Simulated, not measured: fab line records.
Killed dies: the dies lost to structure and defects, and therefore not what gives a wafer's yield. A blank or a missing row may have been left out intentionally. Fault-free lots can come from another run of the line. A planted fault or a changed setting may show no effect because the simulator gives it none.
A lot that was struck, set against a sound lot ; flow rit-cmos ; 15 steps out of a route of 202
Sound: the wafers L629.3, L629.4, L629.6. Wafers L641.1, L641.2, L641.6 were the ones struck. The cause is given at the end.
Order at every step that has rows: each side's tool, ch and its chambers, its first start. Under that, the readings that differ: sound wafers ; struck wafers ; difference of the means ; sigmas: that difference in standard deviations of wafers without a fault.
alike: a reading whose means differ by less than 2 such deviations, as well as words and numbers matching on both sides. not compared: withheld readings; readings where some wafer has no value; bounds like >300 that might hide an equal value; numbers whose values overlap and for which the record gives no deviation.
Wherever a step has rows on one side only, a row that says differs or no value, or a row with sigmas, the two part there. Numbers that have no deviation but don't overlap get no sigmas and don't part them. A reading that every wafer of one side lacks parts them only if that side has two wafers or more.

first, 6 steps without rows for these wafers: RIT_GATE_HMDS_10 (prime time 60 s); RIT_GATE_COAT_11 (resist thk 850 nm); RIT_GATE_SOFTBAKE_12 (time 60 s); RIT_GATE_EXPOSE_13 (exposes mask M6, target cd 150 nm); RIT_GATE_PEB_14; RIT_GATE_DEVELOP_15 (develop time 50 s).
RIT_GATE_CD_MEAS_16 targets a cd of 150 nm.
  struck on cd-sem-02, day 6 00:33; sound on cd-sem-02, day 3 17:20
  alike: cd-nm
RIT_GATE_OVL_MEAS_17:
  struck on overlay-01, day 6 00:40; sound on overlay-01, day 3 17:25
  alike: GATE_OVL
then, 1 step without rows for these wafers: RIT_GATE_HARDBAKE_18 (time 60 s).
RIT_GATE_ETCH_19: etches poly-Si in SF6/CHF3/O2, stops on SiO2, time 165 s, target depth 312.5 nm.
  sound on rie-si-01 ch 2,3, day 3 17:35; struck on rie-si-01 ch 1,3, day 6 00:52
  alike: drypump-motor-current-A, oes-product-au, throttle-valve-pct
  not compared: rf-hours-counter-h
RIT_GATE_STRIP_20: strips in O2, time 180 s.
  sound on plasma-asher-01 ch 0,1, day 3 17:46; struck on plasma-asher-02 ch 0,1, day 6 00:58
  alike: drypump-motor-current-A
  not compared: rf-hours-counter-h
RIT_GATE_CD_MEAS_90 targets a cd of 150 nm.
  struck on cd-sem-02, day 6 01:08; sound on cd-sem-01, day 3 17:55
  alike: cd-nm
RIT_REOX_CLEAN_00: cleans in SC1, time 600 s.
  sound on wet-bench-04 ch 3, day 3 17:59; struck on wet-bench-02 ch 1, day 6 01:16
reading;sound;struck;difference;sigmas
bath-guard-temp-C (C);74.4 74.5 74.7;78.2 77.9 78.2;+3.6;+6
temp-c (C);75.01 74.73 74.80;77.95 77.72 77.72;+2.95;+25
  alike: bath-heat-duty-pct
then, 2 steps without rows for these wafers: RIT_REOX_CLEAN_01 (cleans in dHF, time 30 s); RIT_M1_PROBE_99.

WHERE THEY PART
RIT_REOX_CLEAN_00 only, going by this record.

WHY: what the simulator had put in
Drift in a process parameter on wet-bench-02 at RIT_REOX_CLEAN_00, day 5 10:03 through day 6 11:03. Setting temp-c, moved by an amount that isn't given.
